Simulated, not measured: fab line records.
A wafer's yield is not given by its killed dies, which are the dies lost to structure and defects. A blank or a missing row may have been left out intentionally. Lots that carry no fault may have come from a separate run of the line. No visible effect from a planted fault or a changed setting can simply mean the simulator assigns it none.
Matching of chambers ; flow rit cmos ; RIT_ACTIVE_ETCH_13 on rie diel-03: 4 sister chambers
The step etches Si3N4 in SF6, stops on SiO2, time 210 s, target depth 210 nm. 4 wafers are shown with their chamber, then 7 later ones without.

WAFERS WITH THEIR CHAMBER
wafer;chamber;drypump motor current A (A)
L447.3;1;4.9
L447.6;3;5.6
L454.1;0;5.8
L454.3;2;4.8

WAFERS MISSING THEIR CHAMBER
wafer;drypump motor current A (A)
L454.4;4.9
L464.3;4.8
L464.5;4.9
L464.6;5.7
L465.1;5.6
L465.4;5.7
L465.5;5.7

CHAMBER TAKEN BY EACH
wafer;from the rows above;in truth
L454.4;can't be placed: 1 or 2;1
L464.3;can't be placed: 2 or 1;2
L464.5;can't be placed: 1 or 2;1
L464.6;can't be placed: 0 or 3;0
L465.1;3;3
L465.4;can't be placed: 0 or 3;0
L465.5;can't be placed: 0 or 3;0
Correct placement for 1 of the 7. Unplaceable from these rows: 6, with the true chamber sitting among the candidates in 6. Wrongly placed: 0.
How it was worked out, from the rows above alone: a wafer's distance from a chamber is the root of the sum, over the readings, of the square of ((its reading less the chamber's mean) divided by the reading's scatter). The wafer belongs to the nearest chamber; if the next one is less than 2 further off, it can't be placed. A chamber's mean is the mean of its shown wafers. The scatter (one wafer shown for each chamber): square how far every hidden wafer sits from the nearest shown wafer, average those squares and take the square root.
